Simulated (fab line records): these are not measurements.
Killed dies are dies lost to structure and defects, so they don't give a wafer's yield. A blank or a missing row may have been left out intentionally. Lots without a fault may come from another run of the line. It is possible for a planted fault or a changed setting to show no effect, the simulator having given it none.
A struck lot beside a sound one    flow ritCmos    22 steps out of a route of 202
Sound: these wafers, L361.3, L361.4, L361.6. Wafers L360.1, L360.2, L360.5 were the ones struck. The cause is given at the end.
For every step that has rows: the tool of each side, followed by ch and its chambers, followed by its first start. Under that, the readings that differ: sound wafers    struck wafers    difference of the means    sigmas: that difference in standard deviations of wafers without a fault.
alike: readings with means less than 2 such deviations apart, plus words and numbers identical on both sides. not compared: withheld readings, readings lacking a value on some wafer, bounds such as >300 that could conceal the same value, and numbers that have no deviation in the record and whose values overlap.
A row with sigmas, a row that says differs or no value, or rows on one side alone: a step with any of these is where the two part. Numbers that don't overlap but have no deviation are shown without sigmas and don't part them. A reading missing from all wafers of one side parts the sides only when that side holds two or more wafers.

RIT_CONTACT_CD_MEAS_08 targets a cd of 1000 nm.
  struck on cdSem-01, day 7 03:53; sound on cdSem-02, day 7 07:58
  alike: cdNm
RIT_CONTACT_OVL_MEAS_09:
  struck on overlay-02, day 7 04:01; sound on overlay-02, day 7 08:04
  alike: CONTACT_OVL
then, 1 step without rows for these wafers: RIT_CONTACT_HARDBAKE_10 (time 60 s).
RIT_CONTACT_ETCH_11: etches SiO2 in CHF3/CF4/Ar, stops on TiSi2, target depth 480 nm, time 320 s.
  sound on rieDiel-04 ch 0,1, day 7 08:16; struck on rieDiel-04 ch 0,1,2, day 7 04:12
  alike: drypumpMotorCurrentA, oesProductAu, throttleValvePct
  not compared: rfHoursCounterH
RIT_CONTACT_STRIP_12: strips in O2, time 180 s.
  sound on plasmaAsher-01 ch 0,1, day 7 08:31; struck on plasmaAsher-03 ch 0,1, day 7 04:24
  alike: drypumpMotorCurrentA
  not compared: rfHoursCounterH
RIT_CONTACT_CD_MEAS_90 targets a cd of 1000 nm.
  struck on cdSem-02, day 7 04:34; sound on cdSem-02, day 7 08:40
  alike: cdNm
then, 2 steps without rows for these wafers: RIT_CONTACT_CLEAN_13 (cleans in SC1, time 600 s); RIT_CONTACT_CLEAN_14 (cleans in SC2, time 600 s).
RIT_M1_SPUTTER_00: material Al, target thk 400 nm, time 500 s.
  struck on pvdSputter-01, day 7 05:04; sound on pvdSputter-04, day 7 09:14
  alike: chamberPressurePa, throttleValvePct
RIT_M1_RS_MEAS_01: measures by four-point-probe.
  struck on filmMetro-03, day 7 05:22; sound on filmMetro-03, day 7 09:34
reading            sound                 struck                difference  sigmas
M1_AL_RS (ohm/sq)  0.0748 0.0745 0.0753  0.0737 0.0729 0.0731  -0.0016     -2
RIT_M1_THK_MEAS_02: measures by xrf.
  struck on filmMetro-03, day 7 05:29; sound on filmMetro-03, day 7 09:40
reading         sound        struck       difference  sigmas
M1_AL_THK (nm)  393 395 391  402 405 403  +10         +2
then, 1 step without rows for these wafers: RIT_M1_HMDS_03 (prime time 60 s).
RIT_M1_COAT_04: resist thk 1300 nm.
  sound on lithoTrack-04 ch 0, day 7 09:55; struck on lithoTrack-01 ch 0, day 7 05:42
reading                                 sound                 struck                difference  sigmas
spinSpeedRpm (rpm)                      1999.0 1999.3 1998.0  1922.3 1921.1 1920.5  -77.5       -55
model.NOVOLAK_of_M1_COAT_04.thkNm (nm)  1291 1292 1293        1324 1324 1326        +33         
then, 4 steps without rows for these wafers: RIT_M1_SOFTBAKE_05 (time 60 s); RIT_M1_EXPOSE_06 (exposes mask M12, target cd 2600 nm); RIT_M1_PEB_07; RIT_M1_DEVELOP_08 (develop time 68 s).
RIT_M1_CD_MEAS_09 targets a cd of 2600 nm.
  struck on cdSem-01, day 7 06:26; sound on cdSem-01, day 7 10:46
  alike: cdNm
RIT_M1_OVL_MEAS_10:
  struck on overlay-02, day 7 06:33; sound on overlay-02, day 7 10:51
  alike: M1_OVL
RIT_M1_HARDBAKE_11: time 120 s.
  sound on lithoTrack-04 ch 0, day 7 10:58; struck on lithoTrack-01 ch 0, day 7 06:35
reading                                 sound           struck          difference  sigmas
model.NOVOLAK_of_M1_COAT_04.thkNm (nm)  1129 1130 1131  1157 1158 1159  +28         
RIT_M1_METAL_ETCH_12: etches Al in Cl2/BCl3, stops on SiO2, time 165 s, target depth 600 nm.
  sound on rieMetal-04 ch 0,1, day 7 11:11; struck on rieMetal-01 ch 0,1, day 7 06:50
  alike: drypumpMotorCurrentA, mfcCl2Sccm, oesProductAu, throttleValvePct
  not compared: rfHoursCounterH
RIT_M1_PROBE_99:
  struck on prober-02, day 7 09:05; sound on prober-01, day 7 13:32
  alike: defectLimitedYield, killed_at_M0_to_M3, killedAtFrontEnd, killedDies, killedOpen, killedShort, sort_bin_3_pad_short, sort_bin_5_function, sort_bin_6_memory, sortNPass, sortYieldPct

WHERE THEY PART
At RIT_M1_RS_MEAS_01 first; at RIT_M1_COAT_04 last (within this record only). Later steps at which nothing parts them and some readings are alike: RIT_M1_CD_MEAS_09, RIT_M1_OVL_MEAS_10, RIT_M1_METAL_ETCH_12, RIT_M1_PROBE_99.

WHY: the cause the simulator had injected
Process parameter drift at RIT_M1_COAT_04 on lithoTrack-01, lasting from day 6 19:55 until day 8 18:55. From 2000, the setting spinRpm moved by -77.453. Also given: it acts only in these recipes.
